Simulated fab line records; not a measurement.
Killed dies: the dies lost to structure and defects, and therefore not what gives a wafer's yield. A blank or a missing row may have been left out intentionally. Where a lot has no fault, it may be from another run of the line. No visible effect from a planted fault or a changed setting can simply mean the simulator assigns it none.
2 desks, one fault | flow rit_cmos | each desk holds nothing but its own numbers, with what lay behind them at the end

== FROM THE METROLOGY DESK ==
What the gauges read, lot by lot, whatever tool the lot ran on: means of the sampled wafers that have a number. If a lot's mean is further than 4 standard deviations from the usual mean, the lot is out of limits and carries the mark OUT (the distance appears in the brackets).
Columns: A = NRETRO_TW at RIT_NRETRO_TW_MEAS_10, usual 1046
lot  | first seen here | A
L480 | day 2 10:52     | 1040
L481 | day 2 16:19     | 1041
L482 | day 2 22:13     | 1056
L483 | day 3 02:16     | 1040
L484 | day 3 07:12     | 1041
L486 | day 3 17:58     | 1040
L487 | day 3 22:35     | 1041
L489 | day 4 07:44     | 1047
L490 | day 4 13:07     | 1045
L491 | day 4 18:35     | 1050
L494 | day 5 08:26     | 1049
L498 | day 6 05:43     | 933 (-18) OUT
L499 | day 6 11:03     | 936 (-17) OUT
L500 | day 6 16:02     | 1045
Finding of this desk: L498, L499 out of limits, first seen on L498 at day 6 05:43 (NRETRO_TW at RIT_NRETRO_TW_MEAS_10). L480, L481, L482, L483, L484, L486, L487, L489, L490, L491, L494, L500: within limits.

== TOOL OWNER'S DESK, implanter-02 ==
RIT_NRETRO_IMPLANT_08, tool's own readings: per-lot mean of the sampled wafers with a number, covering each lot this tool ran. If a lot's mean is further than 4 standard deviations from the usual mean, the lot is out of limits and carries the mark OUT (the distance appears in the brackets).
Columns: A = beam_energy_keV at RIT_NRETRO_IMPLANT_08, usual 69.994; B = beam_on_s at RIT_NRETRO_IMPLANT_08, usual 10.03 s
lot  | first seen here | A                        | B
L486 | day 3 17:39     | 70.000                   | 10.14
L489 | day 4 07:26     | 69.995                   | 10.01
L490 | day 4 12:50     | 69.999                   | 10.03
L498 | day 6 05:23     | 45.515 (-99 or more) OUT | 9.83
L499 | day 6 10:43     | 45.514 (-99 or more) OUT | 10.01
Finding of this desk: L498, L499 out of limits; the first was L498 at day 6 05:23, on beam_energy_keV at RIT_NRETRO_IMPLANT_08. L486, L489, L490: within limits.

== BROUGHT TOGETHER ==
The tool owner's desk had the chance to raise an alarm at day 6 05:23 on L498, L499.
Metrology desk: alarm possible at day 6 05:43 on L498, L499.
On implanter-02, each named lot ran RIT_NRETRO_IMPLANT_08.

== WHAT THE SIMULATOR HAD INSERTED ==
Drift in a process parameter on implanter-02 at RIT_NRETRO_IMPLANT_08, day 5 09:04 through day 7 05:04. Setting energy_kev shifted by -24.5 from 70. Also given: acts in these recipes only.
Struck lots among those shown: L498, L499.
Hours from the fault's start to each desk's first reading out of limits: the tool owner's desk, 20; the metrology desk, 21.
